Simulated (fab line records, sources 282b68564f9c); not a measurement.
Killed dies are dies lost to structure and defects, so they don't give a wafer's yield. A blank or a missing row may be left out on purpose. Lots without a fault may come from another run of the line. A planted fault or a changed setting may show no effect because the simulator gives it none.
A struck lot beside a sound one | flow rit_cmos | 14 steps out of a route of 202
Sound: wafers L391.1, L391.5, L391.6. Struck: wafers L399.1, L399.3, L399.4. The cause comes at the end.
At each step with rows: each side's tool, then ch and its chambers, then its first start. Under that, the readings that differ: sound wafers | struck wafers | difference of the means | sigmas: that difference in standard deviations of wafers without a fault.
alike: readings whose means differ by less than 2 such deviations, and words and numbers that are the same on both sides. not compared: withheld readings, readings that some wafer has no value for, bounds like >300 that may hide the same value, and numbers for which the record gives no deviation and whose values overlap.
The two part at a step that has a row with sigmas, a row that says differs or no value, or rows on one side only. Numbers that don't overlap but have no deviation are shown without sigmas and don't part them. A reading that every wafer of one side lacks parts them only if that side has two wafers or more.

first, 3 steps without rows for these wafers: RIT_NRETRO_EXPOSE_03 (exposes mask M4, target cd 43900 nm); RIT_NRETRO_PEB_04; RIT_NRETRO_DEVELOP_05 (develop time 68 s).
RIT_NRETRO_OVL_MEAS_06:
  sound on overlay-02, day 2 10:08; struck on overlay-01, day 4 02:02
  alike: NRETRO_OVL
then, 2 steps without rows for these wafers: RIT_NRETRO_HARDBAKE_07 (time 120 s); RIT_NRETRO_IMPLANT_08.
RIT_NRETRO_STRIP_09: strips in O2, time 180 s.
  sound on plasma_asher-02 ch 0,1, day 2 10:34; struck on plasma_asher-04 ch 0,1, day 4 02:28
  alike: chamber_pressure_mTorr, drypump_motor_current_A, rf_refl_power_W
  not compared: rf_hours_counter_h
RIT_NRETRO_TW_MEAS_10:
  sound on film_metro-02, day 2 10:44; struck on film_metro-01, day 4 02:38
  alike: NRETRO_TW
then, 4 steps without rows for these wafers: RIT_PRETRO_HMDS_00 (prime time 60 s); RIT_PRETRO_COAT_01 (resist thk 1300 nm); RIT_PRETRO_SOFTBAKE_02 (time 60 s); RIT_PRETRO_EXPOSE_03 (exposes mask M5, target cd 43700 nm).
RIT_PRETRO_PEB_04:
  sound on litho_track-03 ch 0, day 2 11:29; struck on litho_track-02, day 4 03:22
  reading         | sound          | struck | difference                    | sigmas
  exhaust_pa (Pa) | 46.6 45.7 45.0 | - - -  | no value on the struck wafers |
  not compared: chill_plate_temp_C
then, 1 step without rows for these wafers: RIT_PRETRO_DEVELOP_05 (develop time 68 s).

WHERE THEY PART
Only at RIT_PRETRO_PEB_04, within this record.

WHY: what the simulator had put in
Skipped step whole: litho_track-02, from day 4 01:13 on, at RIT_PRETRO_PEB_04. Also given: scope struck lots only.
